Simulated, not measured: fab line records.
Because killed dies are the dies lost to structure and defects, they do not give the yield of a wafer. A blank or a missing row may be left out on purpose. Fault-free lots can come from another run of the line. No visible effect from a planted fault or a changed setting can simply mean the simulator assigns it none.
Matching of chambers | flow berkeley-cmos170 | 4 sister chambers for UCB170_GATE_ETCH_15 on rie-si-01
The step etches poly-Si in HBr/Cl2, stops on SiO2, time 56.3 s, target depth 278.2 nm. 14 wafers are shown with their chamber, then 7 later ones without.

## WAFERS, EACH WITH ITS CHAMBER
wafer  | chamber | throttle-valve-pct (%) | drypump-motor-current-A (A) | oes-product-au (a.u.)
L957.3 | 3       | 26.48                  | 5.93                        | 0.823
L957.5 | 1       | 26.47                  | 5.59                        | 0.825
L957.6 | 0       | 25.93                  | 5.16                        | 0.863
L958.2 | 0       | 25.92                  | 5.17                        | 0.870
L958.4 | 1       | 26.48                  | 5.56                        | 0.832
L958.6 | 3       | 26.51                  | 5.89                        | 0.830
L959.3 | 1       | 26.46                  | 5.59                        | 0.822
L959.4 | 0       | 25.92                  | 5.18                        | 0.847
L959.5 | 1       | 26.48                  | 5.59                        | 0.829
L961.1 | 3       | 26.49                  | 5.91                        | 0.835
L961.2 | 1       | 26.47                  | 5.60                        | 0.835
L961.3 | 2       | 26.04                  | 5.70                        | 0.823
L968.2 | 3       | 26.52                  | 5.92                        | 0.814
L968.3 | 2       | 26.05                  | 5.70                        | 0.796

SIGNATURES, as means of the wafers listed above
reading                 | chamber 0 | chamber 1 | chamber 2 | chamber 3 | scatter within a chamber
throttle-valve-pct      | 25.9233   | 26.4720   | 26.0450   | 26.5000   | 0.0118
drypump-motor-current-A | 5.1700    | 5.5860    | 5.7000    | 5.9125    | 0.0141
oes-product-au          | 0.86000   | 0.82860   | 0.80950   | 0.82550   | 0.01
Rule: distance of a wafer from a chamber = root of the sum over the readings of ((wafer's reading minus chamber's mean) / reading's scatter) squared. If the next closest chamber is less than 2 further off than the closest, the wafer can't be placed; otherwise it belongs to the closest. The scatter: the root of (the sum of the squares of (reading less its chamber's mean) over the shown wafers, divided by (wafers less chambers)).

## WAFERS WITH NO CHAMBER GIVEN
wafer  | throttle-valve-pct (%) | drypump-motor-current-A (A) | oes-product-au (a.u.)
L968.4 | 26.48                  | 5.58                        | 0.823
L978.1 | 26.06                  | 5.67                        | 0.805
L978.3 | 26.48                  | 5.94                        | 0.824
L978.4 | 26.48                  | 5.57                        | 0.832
L977.2 | 26.47                  | 5.57                        | 0.812
L977.4 | 25.93                  | 5.18                        | 0.856
L977.6 | 26.47                  | 5.57                        | 0.818

## THE CHAMBER EACH PASSED THROUGH
wafer  | from the rows above | in truth
L968.4 | 1                   | 1
L978.1 | 2                   | 2
L978.3 | 3                   | 3
L978.4 | 1                   | 1
L977.2 | 1                   | 1
L977.4 | 0                   | 0
L977.6 | 1                   | 1
Correct placement for 7 of the 7. From these rows, 0 cannot be placed. Number placed wrongly: 0.
